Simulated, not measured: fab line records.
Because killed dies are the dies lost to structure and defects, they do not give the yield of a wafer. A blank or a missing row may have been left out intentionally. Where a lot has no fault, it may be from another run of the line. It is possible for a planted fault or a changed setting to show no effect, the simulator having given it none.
The tool behind it: which one? + flow rit-cmos + 7 lots, 21 wafers sampled, at 3 steps of a route of 202

== WHAT EACH GAUGE READ, for each wafer ==
RIT_PRETRO_TW_MEAS_10.
| lot  | measured    | on            | PRETRO_TW         |
|------|-------------|---------------|-------------------|
| L200 | day 2 23:46 | film-metro-04 | 475.0 477.7 478.1 |
| L202 | day 3 08:11 | film-metro-04 | 477.5 477.1 474.1 |
| L207 | day 4 09:19 | film-metro-03 | 480.4 480.0 480.6 |
| L210 | day 5 00:44 | film-metro-02 | 529.2 529.0 528.5 |
| L214 | day 5 21:53 | film-metro-03 | 477.8 478.7 480.1 |
| L217 | day 6 12:08 | film-metro-02 | 479.2 480.9 479.3 |
| L219 | day 6 21:17 | film-metro-04 | 475.4 478.7 478.3 |

== TOOL THAT RAN EACH LOT (tool first, then ch and the chambers of the sampled wafers, then the start) ==
| lot  | RIT_PRETRO_IMPLANT_08          | RIT_PRETRO_STRIP_09                 |
|------|--------------------------------|-------------------------------------|
| L200 | implanter-01 ch 0, day 2 23:26 | plasma-asher-04 ch 0,1, day 2 23:35 |
| L202 | implanter-03 ch 0, day 3 07:53 | plasma-asher-04 ch 0,1, day 3 08:01 |
| L207 | implanter-01 ch 0, day 4 08:59 | plasma-asher-01 ch 0,1, day 4 09:08 |
| L210 | implanter-02 ch 0, day 5 00:26 | plasma-asher-03 ch 0,1, day 5 00:33 |
| L214 | implanter-01 ch 0, day 5 21:25 | plasma-asher-03 ch 0,1, day 5 21:43 |
| L217 | implanter-03 ch 0, day 6 11:50 | plasma-asher-01 ch 0,1, day 6 11:57 |
| L219 | implanter-01 ch 0, day 6 20:58 | plasma-asher-01 ch 0,1, day 6 21:05 |
- RIT_PRETRO_IMPLANT_08
- RIT_PRETRO_STRIP_09: strips in O2, time 180 s.

== THE ANSWER, worked out from the rows above alone ==
Rule: the lots themselves supply what counts as usual. Put in order of their means at a reading, lots are off if they are a third of the lots or fewer, leave a main group of 4 or more, and stand apart from it by a gap of 3 or more times the standard deviation of the main group's means; of several such gaps the widest counts. The tables above print the reading to a certain number of digits; a main group whose means all agree to those digits is not used. Also off: a lot with no number at a reading for which 4 or more lots have one. Any other lot the step has rows for is counted as sound.
Off: at RIT_PRETRO_TW_MEAS_10 (PRETRO_TW), L210. The main group has a mean of 478.3 with a standard deviation of 1.5.
A tool fits if, at a process step before that reading, it ran every lot that is off, and no sound lot after the first of them. The gauges at RIT_PRETRO_TW_MEAS_10 are tried like those tools. One fits: implanter-02 at RIT_PRETRO_IMPLANT_08. It ran no sound lot before its first lot that is off in this sample, so the start can't be narrowed down.

== WHAT WAS PUT IN BY THE SIMULATOR ==
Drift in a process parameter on implanter-02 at RIT_PRETRO_IMPLANT_08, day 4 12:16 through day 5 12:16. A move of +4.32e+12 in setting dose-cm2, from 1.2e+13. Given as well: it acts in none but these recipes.
Lots struck among those shown: L210. The rule above reached the same finding.
